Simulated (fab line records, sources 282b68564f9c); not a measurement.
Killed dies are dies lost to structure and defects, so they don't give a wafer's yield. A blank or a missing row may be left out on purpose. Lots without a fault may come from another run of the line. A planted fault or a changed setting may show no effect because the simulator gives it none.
Which tool did it? | flow rit_cmos | 13 lots, 39 wafers sampled, at 5 steps of a route of 202

WHAT THE GAUGES READ, wafer by wafer
RIT_PWELL_TW_MEAS_10.
lot  | measured    | on            | PWELL_TW
L537 | day 2 00:40 | film_metro-04 | 952 952 956
L538 | day 2 05:38 | film_metro-03 | 938 935 940
L539 | day 2 10:02 | film_metro-01 | 954 951 948
L540 | day 2 14:47 | film_metro-01 | 944 952 955
L541 | day 2 19:19 | film_metro-03 | 929 937 939
L542 | day 3 01:40 | film_metro-01 | 952 945 949
L543 | day 3 04:28 | film_metro-01 | 945 952 945
L544 | day 3 13:46 | film_metro-01 | 947 950 953
L545 | day 3 17:29 | film_metro-01 | 950 951 951
L546 | day 4 00:22 | film_metro-04 | 963 965 965
L547 | day 4 03:35 | film_metro-03 | 935 936 946
L555 | day 5 18:26 | film_metro-01 | 956 947 947
L560 | day 6 19:43 | film_metro-01 | 952 949 952

RIT_NRETRO_OVL_MEAS_06.
lot  | measured    | on         | NRETRO_OVL (nm)
L537 | day 2 07:57 | overlay-02 | 1.5 -0.4 2.9
L538 | day 2 12:12 | overlay-01 | 1.2 1.9 1.9
L539 | day 2 16:44 | overlay-01 | 1.2 1.9 1.5
L540 | day 2 21:25 | overlay-02 | 0.4 2.3 1.4
L541 | day 3 01:35 | overlay-01 | 1.0 1.8 1.0
L542 | day 3 08:02 | overlay-01 | -0.7 1.3 -0.2
L543 | day 3 11:40 | overlay-02 | 0.4 -0.5 0.0
L544 | day 3 20:09 | overlay-02 | 0.2 1.2 -0.8
L545 | day 4 00:37 | overlay-02 | 1.0 -1.5 1.1
L546 | day 4 06:53 | overlay-02 | 0.7 -1.1 0.4
L547 | day 4 10:43 | overlay-01 | 1.1 1.3 1.5
L555 | day 6 00:59 | overlay-01 | 1.4 1.7 2.1
L560 | day 7 02:09 | overlay-02 | -0.9 -0.1 0.2

RIT_GATE_THK_MEAS_09.
lot  | measured    | on            | GATE_POLY_THK (nm)
L537 | day 2 13:58 | film_metro-01 | 249.8 249.0 246.6
L538 | day 2 19:59 | film_metro-02 | 246.8 248.3 249.8
L539 | day 2 23:31 | film_metro-01 | 249.8 249.2 251.1
L540 | day 3 03:28 | film_metro-01 | 250.8 251.2 251.7
L541 | day 3 10:59 | film_metro-01 | 251.1 250.3 250.9
L542 | day 3 16:34 | film_metro-01 | 247.7 249.7 247.2
L543 | day 3 18:13 | film_metro-02 | 251.4 247.5 248.5
L544 | day 4 04:32 | film_metro-02 | 251.4 253.0 251.7
L545 | day 4 07:16 | film_metro-02 | 251.4 251.8 252.8
L546 | day 4 15:24 | film_metro-01 | 250.0 247.9 247.2
L547 | day 4 20:47 | film_metro-01 | 247.5 245.1 247.7
L555 | day 6 06:44 | film_metro-01 | 274.7 274.9 277.2
L560 | day 7 11:14 | film_metro-02 | 253.2 254.9 254.1

WHICH TOOL RAN EACH LOT (tool, then ch and the chambers of the sampled wafers, then the start)
lot  | RIT_NRETRO_STRIP_09                 | RIT_GATE_CVD_08
L537 | plasma_asher-04 ch 0,1, day 2 08:23 | lpcvd-01 ch 1, day 2 12:20
L538 | plasma_asher-01 ch 0,1, day 2 12:38 | lpcvd-01 ch 1, day 2 18:22
L539 | plasma_asher-01 ch 0,1, day 2 17:10 | lpcvd-01 ch 0, day 2 21:54
L540 | plasma_asher-04 ch 0,1, day 2 21:51 | lpcvd-01 ch 1, day 3 01:51
L541 | plasma_asher-04 ch 0,1, day 3 02:01 | lpcvd-01 ch 1, day 3 09:22
L542 | plasma_asher-04 ch 0,1, day 3 08:28 | lpcvd-01 ch 0, day 3 14:56
L543 | plasma_asher-03 ch 0,1, day 3 12:06 | lpcvd-02 ch 0, day 3 16:35
L544 | plasma_asher-03 ch 0,1, day 3 20:35 | lpcvd-02 ch 1, day 4 02:55
L545 | plasma_asher-01 ch 0,1, day 4 01:04 | lpcvd-01 ch 0, day 4 05:38
L546 | plasma_asher-03 ch 0,1, day 4 07:19 | lpcvd-02 ch 1, day 4 13:47
L547 | plasma_asher-03 ch 0, day 4 11:10   | lpcvd-01 ch 1, day 4 18:21
L555 | plasma_asher-03 ch 0,1, day 6 01:25 | lpcvd-01 ch 0, day 6 05:07
L560 | plasma_asher-03 ch 0,1, day 7 02:35 | lpcvd-02 ch 0, day 7 09:37
- RIT_NRETRO_STRIP_09: strips in O2, time 180 s.
- RIT_GATE_CVD_08: deposits poly-Si from SiH4, target thk 250 nm, time 2220 s.

WHAT THE TOOLS THEMSELVES READ (means of the sampled wafers that have a number; where no wafer has one, the mark that the record gives instead)
RIT_NRETRO_STRIP_09.
lot  | tool            | drypump_motor_current_A (A)
L537 | plasma_asher-04 | 5.9
L538 | plasma_asher-01 | 6.0
L539 | plasma_asher-01 | 6.0
L540 | plasma_asher-04 | 6.1
L541 | plasma_asher-04 | 6.1
L542 | plasma_asher-04 | 6.1
L543 | plasma_asher-03 | 5.4
L544 | plasma_asher-03 | 5.4
L545 | plasma_asher-01 | 6.1
L546 | plasma_asher-03 | 5.3
L547 | plasma_asher-03 | 5.5
L555 | plasma_asher-03 | 5.3
L560 | plasma_asher-03 | 5.3

RIT_GATE_CVD_08.
lot  | tool     | zone_power_load_pct (%)
L537 | lpcvd-01 | 12.7
L538 | lpcvd-01 | 12.7
L539 | lpcvd-01 | 12.4
L540 | lpcvd-01 | 12.6
L541 | lpcvd-01 | 12.7
L542 | lpcvd-01 | 12.5
L543 | lpcvd-02 | 12.4
L544 | lpcvd-02 | 13.5
L545 | lpcvd-01 | 12.5
L546 | lpcvd-02 | 13.7
L547 | lpcvd-01 | 12.8
L555 | lpcvd-01 | 12.4
L560 | lpcvd-02 | 12.5

THE ANSWER, worked out from the rows above alone
Rule: what is usual is taken from the lots themselves. Put in order of their means at a reading, lots are off if they are a third of the lots or fewer, leave a main group of 4 or more, and stand apart from it by a gap of 3 or more times the standard deviation of the main group's means; of several such gaps the widest counts. A main group whose means are all the same, to the digits that the tables above print for the reading, isn't used. A lot without any number at a reading at which 4 lots or more have one is off too. The other lots that the step has rows for count as sound. The gauges are gone through in route order, then the tools' own readings, and for those a lot's mean is taken as printed above. The first step at which some lot is off is used, and at that step the reading that is off furthest; a lot without a number counts as furthest.
Off: L555, at RIT_GATE_THK_MEAS_09 (GATE_POLY_THK). The main group: mean 249.9 nm, standard deviation 2.
A tool fits if, at a process step before that reading, it ran every lot that is off, and no sound lot after the first of them. The gauges at RIT_GATE_THK_MEAS_09 are tried like those tools. Can't be told from this: 2 tools fit, lpcvd-01 at RIT_GATE_CVD_08, film_metro-01 at RIT_GATE_THK_MEAS_09.

WHAT THE SIMULATOR HAD PUT IN
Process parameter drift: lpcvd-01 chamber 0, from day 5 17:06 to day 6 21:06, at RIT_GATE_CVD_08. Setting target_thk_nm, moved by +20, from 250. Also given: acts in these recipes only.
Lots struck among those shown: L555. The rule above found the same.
